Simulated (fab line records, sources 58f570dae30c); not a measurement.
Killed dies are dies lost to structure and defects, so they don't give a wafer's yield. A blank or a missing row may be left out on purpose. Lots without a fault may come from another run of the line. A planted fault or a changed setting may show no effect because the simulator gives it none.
fab line records | flow berkeley_cmos170
record lots=6 wafers=18 last_day=11
route steps=331 shown NLDD@162 SPACER@171 PSD@175
lots that met no fault: from a run of the same line without faults
start_h: hours from the record's first day to the start of the lot's first wafer shown | wait_h: hours since the lot's step before | " the same as in the row above | L1.1+2: a row that stands for several wafers | - no value, or no start given | * or withheld: withheld | < > ~ a bound
route shown NAME@n: a module of which the file shows steps, and the number in the route of the first | usual: mean/standard deviation of fault-free wafers | same: alike in all rows | chamber/n: place in a boat | sites: the reading at each site | _std_site: their standard deviation | _edge_site: outer sites' mean less inner sites' | radius_mm: how far each site lies from the wafer's centre | mask NAME#n: copy n | behind: the tool/chamber that last shaped the wafer | hold: why the lot was held/for how many hours/how that ended | device: the transistor (n, p or np) that didn't switch | end of line: the same wafers' tests at the end of the route | a step without rows: its recipe alone | killed: dies lost to structure and defects at the first sort, not the wafer's yield | map: a wafer's dies, x killed, . not, _ none there
set.NAME: the setting as run; set.NAME@STEP: as run at that earlier step | model.NAME: the simulator's own value behind a step, which no gauge read
lots at some steps of the route; a table a step, a row a wafer
services: from which hour (start_h, from the record's first day; less than 0 if before it) a tool's chamber was out of use, for how many hours, and why
## steps
# step UCB170_NLDD_PEB_04
# recipe peb_temp_c=130 peb_time_s=withheld resist=KrF
# step UCB170_NLDD_DEVELOP_05
# recipe developer=TMAH develop_time_s=45 resist=KrF dev_temp_c=21
# step UCB170_NLDD_CD_MEAS_06
# recipe target_cd_nm=1200
# usual cd_nm=1200.1/1.4
# columns lot.wafer tool chamber start_h wait_h cd_nm
L516.1 cd_sem-02 - 144.34 - 1201.4
L516.2 " - " " 1201.0
L516.4 " - " " 1201.2
L521.2 cd_sem-01 - 161.58 - 1200.0
L521.5 " - " " 1200.8
L521.6 " - " " 1199.8
L526.1 cd_sem-01 - 194.91 - 1200.5
L526.2 " - " " 1201.0
L526.6 " - " " 1200.5
L530.3 cd_sem-02 - 209.51 - 1198.3
L530.4 " - " " 1199.1
L530.5 " - " " 1198.4
L536.2 cd_sem-01 - 226.24 - 1198.7
L536.5 " - " " 1198.7
L536.6 " - " " 1198.4
L535.1 cd_sem-01 - 226.91 - 1202.1
L535.3 " - " " 1201.0
L535.4 " - " " 1202.2
# step UCB170_NLDD_OVL_MEAS_07
# usual NLDD_OVL=1/5.1
# columns lot.wafer tool chamber start_h wait_h NLDD_OVL[nm]
L516.1 overlay-01 - 144.46 0.1 -1
L516.2 " - " " -4
L516.4 " - " " -10
L521.2 overlay-02 - 161.69 0.1 5
L521.5 " - " " 0
L521.6 " - " " 5
L526.1 overlay-01 - 195.03 0.1 10
L526.2 " - " " 7
L526.6 " - " " 9
L530.3 overlay-01 - 210.00 0.5 -2
L530.4 " - " " -2
L530.5 " - " " 3
L536.2 overlay-01 - 226.35 0.1 3
L536.5 " - " " 4
L536.6 " - " " 6
L535.1 overlay-02 - 227.03 0.1 5
L535.3 " - " " 3
L535.4 " - " " 7
# step UCB170_NLDD_IMPLANT_08
# recipe species=As dose_cm2=5e+13 energy_kev=30 tilt_deg=7 rotation_deg=0
# step UCB170_NLDD_IMPLANT_09
# recipe species=As dose_cm2=5e+13 energy_kev=30 tilt_deg=7.21 rotation_deg=180
# step UCB170_NLDD_STRIP_10
# recipe chemistry=O2 power_w=400 pressure_mtorr=3500 platen_temp_c=withheld o2_flow_sccm=400 overash_fraction=0.5
# usual chamber_pressure_mTorr=3500/3.3 drypump_motor_current_A=5.7/0.39 o2_flow_sccm=399.8/1.2 oes_product_au=0.734/0.0044 strip_time_to_endpoint_s=21.65/0.071
# same overash_fraction=0.5
# columns lot.wafer tool chamber start_h wait_h chamber_pressure_mTorr drypump_motor_current_A o2_flow_sccm oes_product_au rf_hours_counter_h strip_time_to_endpoint_s
L516.1 plasma_asher-02 1 144.80 0.1 3502 5.4 397.5 0.732 44 21.63
L516.2 " 0 " " 3500 5.7 396.7 0.733 44 21.59
L516.4 " 0 " " 3503 5.7 399.9 0.733 - 21.64
L521.2 plasma_asher-02 1 162.02 0.1 3501 5.4 398.6 0.735 46 21.68
L521.5 " 1 " " 3504 5.4 398.5 0.734 - 21.60
L521.6 " 0 " " 3499 5.7 398.3 0.735 - 21.69
L526.1 plasma_asher-04 1 195.37 0.1 3501 6.1 399.0 0.742 51 21.65
L526.2 " 0 " " 3493 5.8 400.4 0.739 51 21.60
L526.6 " 0 " " 3502 5.8 399.6 0.734 - 21.62
L530.3 plasma_asher-04 1 210.43 0.1 3504 6.1 401.6 0.736 - 21.63
L530.4 " 0 " " 3496 5.8 401.4 0.741 - 21.63
L530.5 " 0 " " 3502 5.8 400.5 0.733 - 21.66
L536.2 plasma_asher-03 1 226.68 0.1 3499 5.1 401.2 0.733 48 21.67
L536.5 " 0 " " 3498 6.4 399.4 0.739 - 21.58
L536.6 " 1 " " 3497 5.1 399.3 0.727 - 21.64
L535.1 plasma_asher-02 1 227.37 0.1 3504 5.4 398.1 0.736 53 21.59
L535.3 " 0 " " 3500 5.8 400.8 0.731 - 21.57
L535.4 " 1 " " 3499 5.4 399.0 0.734 - 21.68
# step UCB170_NLDD_TW_MEAS_11
# usual NLDD_TW=2213/19
# columns lot.wafer tool chamber start_h wait_h NLDD_TW
L516.1 film_metro-03 - 144.90 0.1 2221
L516.2 " - " " 2211
L516.4 " - " " 2226
L521.2 film_metro-03 - 162.13 0.1 2218
L521.5 " - " " 2241
L521.6 " - " " 2226
L526.1 film_metro-01 - 195.47 0.1 2221
L526.2 " - " " 2231
L526.6 " - " " 2211
L530.3 film_metro-03 - 210.52 0.1 2225
L530.4 " - " " 2236
L530.5 " - " " 2234
L536.2 film_metro-01 - 226.79 0.1 2209
L536.5 " - " " 2215
L536.6 " - " " 2196
L535.1 film_metro-01 - 227.47 0.1 2215
L535.3 " - " " 2207
L535.4 " - " " 2223
# step UCB170_NLDD_CLEAN_12
# recipe chemistry=SPM temp_c=120 time_s=600
# step UCB170_SPACER_CVD_00
# recipe material=SiO2 target_thk_nm=376 temp_c=390 precursor=TEOS/O2 time_s=47 rf_w=550 pressure_mtorr=9000
# usual heater_power_w=276/50
# columns lot.wafer tool chamber start_h wait_h heater_power_w
L516.1 pecvd-03 2 145.43 0.0 249
L516.2 " 0 " " 335
L516.4 " 1 " " 303
L521.2 pecvd-01 0 162.37 0.0 183
L521.5 " 1 " " 262
L521.6 " 0 " " 204
L526.1 pecvd-01 0 195.70 0.0 227
L526.2 " 2 " " 170
L526.6 " 0 " " 231
L530.3 pecvd-03 2 210.76 0.0 257
L530.4 " 0 " " 373
L530.5 " 2 " " 270
L536.2 pecvd-01 0 227.26 0.0 203
L536.5 " 1 " " 309
L536.6 " 0 " " 209
L535.1 pecvd-02 0 227.79 0.0 278
L535.3 " 2 " " 233
L535.4 " 2 " " 239
# step UCB170_SPACER_THK_MEAS_01
# recipe reads=SiO2_of_SPACER_CVD_00
# usual SPACER_TEOS_THK=375/5.2
# columns lot.wafer tool chamber start_h wait_h SPACER_TEOS_THK[nm]
L516.1 film_metro-03 - 145.47 0.0 372
L516.2 " - " " 366
L516.4 " - " " 379
L521.2 film_metro-02 - 162.44 0.1 366
L521.5 " - " " 374
L521.6 " - " " 376
L526.1 film_metro-03 - 195.74 0.0 378
L526.2 " - " " 368
L526.6 " - " " 390
L530.3 film_metro-03 - 210.83 0.0 371
L530.4 " - " " 376
L530.5 " - " " 374
L536.2 film_metro-04 - 227.31 0.0 371
L536.5 " - " " 387
L536.6 " - " " 378
L535.1 film_metro-02 - 227.84 0.0 373
L535.3 " - " " 375
L535.4 " - " " 377
# step UCB170_SPACER_ANNEAL_02
# recipe temp_c=900 time_s=1800 ambient=N2
# step UCB170_SPACER_ETCHBACK_03
# recipe stop_on=Si target=SiO2 chemistry=CHF3/CF4/Ar CHF3_flow_sccm=50 cf4_flow_sccm=10 Ar_flow_sccm=120 pressure_mtorr=200 rf_w=500 target_depth_a=3760 time_s=100
# usual chamber_pressure_mTorr=200.03/0.18 drypump_motor_current_A=5.8/0.45 oes_product_au=0.902/0.018 throttle_valve_pct=6.45/0.11
# columns lot.wafer tool chamber start_h wait_h chamber_pressure_mTorr drypump_motor_current_A oes_product_au rf_hours_counter_h throttle_valve_pct model.etch.depth_nm
L516.1 rie_diel-04 3 148.86 0.0 200.38 6.0 0.877 10 6.36 371.9
L516.2 " 1 " " 199.88 5.1 0.907 79 6.55 366
L516.4 " 0 " " 199.87 5.6 0.925 36 6.27 378.7
L521.2 rie_diel-03 3 167.20 0.0 200.19 6.1 0.867 41 6.53 366.4
L521.5 " 1 " " 200.05 5.3 0.916 - 6.28 374.1
L521.6 " 2 " " 199.99 6.2 0.882 - 6.54 376.4
L526.1 rie_diel-04 0 201.27 0.0 200.12 5.6 0.808 40 6.26 311.6
L526.2 " 2 " " 199.53 6.2 0.884 145 6.41 368.1
L526.6 " 0 " " 200.18 5.6 0.809 - 6.25 309.1
L530.3 rie_diel-04 3 215.95 0.0 199.82 6.0 0.877 14 6.35 371.1
L530.4 " 0 " " 199.82 5.6 0.800 - 6.26 310.9
L530.5 " 3 " " 199.82 5.9 0.879 - 6.36 373.5
L535.1 rie_diel-01 1 230.19 0.1 199.90 6.2 0.895 23 6.40 372.5
L535.3 " 3 " " 199.98 6.3 0.906 68 6.58 375.3
L535.4 " 3 " " 200.13 6.3 0.918 - 6.58 377.6
L536.2 rie_diel-03 0 230.19 0.1 200.16 5.0 0.898 18 6.46 371
L536.5 " 1 " " 199.62 5.3 0.942 - 6.28 387
L536.6 " 3 " " 200.06 6.0 0.888 - 6.52 377.8
# step UCB170_PSD_HMDS_00
# recipe prime_time_s=60 prime_temp_c=100
## services
# columns tool chamber start_h hours kind
plasma_asher-04 - 124.88 0.6 repair
pecvd-01 - 135.50 14.0 pm
pecvd-01 0 135.50 14.0 vent_cycle
pecvd-01 1 135.50 14.0 vent_cycle
pecvd-01 2 135.50 32.7 vent_cycle
rie_diel-01 0 136.68 - clean
rie_diel-01 0 136.68 19.3 scheduled_down
rie_diel-01 0 136.68 19.3 vent_cycle
pecvd-01 2 141.04 27.2 repair
rie_diel-04 2 147.36 1.2 repair
pecvd-01 0 149.50 - clean
pecvd-01 1 149.50 - clean
pecvd-01 2 149.50 - clean
pecvd-02 2 155.79 7.3 repair
rie_diel-03 - 182.64 1.0 repair
rie_diel-03 3 185.49 9.0 repair
rie_diel-04 2 211.72 - clean
rie_diel-04 2 211.72 14.3 scheduled_down
rie_diel-04 2 211.72 14.3 vent_cycle
rie_diel-01 2 218.03 - clean
rie_diel-01 2 218.03 17.9 scheduled_down
pecvd-03 - 218.16 5.5 pm
rie_diel-03 2 224.49 6.0 repair
rie_diel-04 - 229.03 28.1 pm
## key
first_sign step=UCB170_SPACER_ETCHBACK_03 reading=oes_product_au direction=down sigmas=5.4 usual=0.902 struck=0.806
effect none on later readings
model_effect step=UCB170_SPACER_ETCHBACK_03 value=etch.depth_nm without=381.3 struck=310.6
met_at UCB170_SPACER_ETCHBACK_03
struck_wafers L526.1,L526.6,L530.4
later_rows_left_out L526.1,L526.6,L530.4
sort_left_out L526.1,L526.6,L530.4
tester_left_out L526,L530
onset_between 148.86 201.27
fault kind=process_parameter_drift tool=rie_diel-04 chamber=0 onset_h=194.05 steps=UCB170_SPACER_ETCHBACK_03 channel=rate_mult offset=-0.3 shape=step end_h=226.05
# tester_left_out: of these lots the tester's yield and bins aren't shown, on N5 and GAA mostly nor the transistor test; their killed dies are dies lost to structure and defects alone, not to doping, threshold or leakage, so they don't give the yield
# sort_left_out: the simulated sort isn't trusted on such a fault, so these wafers' sort isn't shown, and their yield isn't known
# later_rows_left_out: the simulator's readings of these wafers behind a module that went badly wrong aren't trusted and aren't shown, but for the sort
